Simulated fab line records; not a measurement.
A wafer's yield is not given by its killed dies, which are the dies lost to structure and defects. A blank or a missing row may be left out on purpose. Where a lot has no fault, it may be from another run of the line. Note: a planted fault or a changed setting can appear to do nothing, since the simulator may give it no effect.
Which of the tools did it? | flow berkeley-cmos170 | Sampling: 7 lots, 21 wafers, 2 of 331 route steps

## WHAT THE GAUGES READ, wafer by wafer
UCB170_V2_CD_MEAS_12: target cd 700 nm.
lot  | measured     | on        | cd-nm (nm)
L758 | day 8 18:11  | cd-sem-02 | 701.1 701.6 701.4
L760 | day 9 01:01  | cd-sem-01 | 700.1 700.5 700.3
L762 | day 9 07:13  | cd-sem-01 | 699.6 699.5 699.8
L765 | day 9 23:13  | cd-sem-01 | 701.3 701.1 703.2
L770 | day 11 05:41 | cd-sem-02 | 700.1 700.4 700.3
L775 | day 12 08:23 | cd-sem-02 | 686.6 687.4 687.5
L779 | day 13 01:28 | cd-sem-01 | 688.2 688.2 688.3

## EACH LOT AND THE TOOL THAT RAN IT (in order: tool; ch and the chambers of the sampled wafers; start)
lot  | UCB170_V2_PEB_10
L758 | litho-track-01 ch 0, day 8 17:55
L760 | litho-track-02 ch 0, day 9 00:44
L762 | litho-track-04 ch 0, day 9 06:57
L765 | litho-track-02 ch 0, day 9 22:58
L770 | litho-track-02 ch 0, day 11 05:26
L775 | litho-track-04 ch 0, day 12 08:07
L779 | litho-track-04 ch 0, day 13 01:11
- UCB170_V2_PEB_10

## THE ANSWER, worked out from the rows above alone
Rule: usual is defined by the lots themselves. The widest of any qualifying gaps counts: lots, ordered by their means at a reading, are off when they make up no more than a third of the lots, leave a main group of 4 or more, and stand apart from it by 3 or more times the standard deviation of that group's means. A main group whose means are all the same, to the digits that the tables above print for the reading, isn't used. Also off: a lot with no number at a reading for which 4 or more lots have one. All remaining lots with rows at the step are treated as sound.
Off, at UCB170_V2_CD_MEAS_12 on cd-nm: L775, L779. The main group has a mean of 700.7 nm with a standard deviation of 0.81.
If a tool, at a process step before that reading, ran all the lots that are off and no sound lot after the first of them, it fits. Those tools and the gauges at UCB170_V2_CD_MEAS_12 are tried in the same way. One candidate fits, namely litho-track-04 at UCB170_V2_PEB_10. A fault onset in the window from L762 (day 9 06:57, its last sound lot) to L775 (day 12 08:07, its first lot off) fits.

## WHAT THE SIMULATOR PUT IN
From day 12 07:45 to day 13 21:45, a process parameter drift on litho-track-04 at UCB170_V2_PEB_10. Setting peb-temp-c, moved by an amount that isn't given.
Lots struck among those shown: L775, L779. The rule above reached the same finding.
